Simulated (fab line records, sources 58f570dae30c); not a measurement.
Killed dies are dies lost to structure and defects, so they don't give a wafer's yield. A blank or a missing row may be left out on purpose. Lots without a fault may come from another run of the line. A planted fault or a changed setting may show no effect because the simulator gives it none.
A struck lot beside a sound one | flow berkeley_cmos170 | 13 steps out of a route of 331
Sound: wafers L923.2, L923.4, L923.5. Struck: wafers L915.2, L915.3, L915.6. The cause comes at the end.
At each step with rows: each side's tool, then ch and its chambers, then its first start. Under that, the readings that differ: sound wafers | struck wafers | difference of the means | sigmas: that difference in standard deviations of wafers without a fault.
alike: readings whose means differ by less than 2 such deviations, and words and numbers that are the same on both sides. not compared: withheld readings, readings that some wafer has no value for, bounds like >300 that may hide the same value, and numbers for which the record gives no deviation and whose values overlap.
The two part at a step that has a row with sigmas, a row that says differs or no value, or rows on one side only. Numbers that don't overlap but have no deviation are shown without sigmas and don't part them. A reading that every wafer of one side lacks parts them only if that side has two wafers or more.

first, 1 step without rows for these wafers: UCB170_PFIELD_IMPLANT_07.
UCB170_PFIELD_STRIP_08: strips in O2.
  sound on plasma_asher-03 ch 0,1, day 8 07:32; struck on plasma_asher-02 ch 0,1, day 7 00:35
  alike: drypump_motor_current_A, oes_product_au, strip_time_to_endpoint_s
  not compared: rf_hours_counter_h
UCB170_PFIELD_TW_MEAS_09:
  sound on film_metro-02, day 8 07:39; struck on film_metro-01, day 7 00:42
  alike: PFIELD_TW
then, 2 steps without rows for these wafers: UCB170_FIELD_CLEAN_00 (cleans in dHF, time 7.5 s); UCB170_FIELD_OXIDATION_01 (target thk 558.3 nm, ox time 7200 s).
UCB170_FIELD_THK_MEAS_02:
  sound on film_metro-03, day 8 15:38; struck on film_metro-02, day 7 08:54
  alike: FIELD_OXIDE_THK
then, 4 steps without rows for these wafers: UCB170_FIELD_ANNEAL_03 (time 1200 s); UCB170_FIELD_WET_ETCH_04 (etches SiO2 in dHF, time 60 s); UCB170_FIELD_WET_ETCH_05 (etches Si3N4 in H3PO4, time 12600 s); UCB170_FIELD_WET_ETCH_06 (etches SiO2 in BOE, time 22 s).
UCB170_FIELD_THK_MEAS_90:
  sound on film_metro-04, day 9 03:36; struck on film_metro-04, day 7 19:53
  alike: FIELD_OXIDE_LEFT_1_THK
then, 1 step without rows for these wafers: UCB170_SACOX_CLEAN_00 (cleans in dHF, time 7.5 s).
UCB170_SACOX_OXIDATION_01: target thk 14.4 nm, ox time 2400 s.
  sound on furnace-04 ch 0, day 9 06:49; struck on furnace-01, day 8 00:43
  no value came back on the struck wafers for ox_temp_c (C), ox_temp_c_max; on the sound wafers ox_temp_c (C) reads 899.6 899.9 899.9

WHERE THEY PART
Only at UCB170_SACOX_OXIDATION_01, within this record.

WHY: what the simulator had put in
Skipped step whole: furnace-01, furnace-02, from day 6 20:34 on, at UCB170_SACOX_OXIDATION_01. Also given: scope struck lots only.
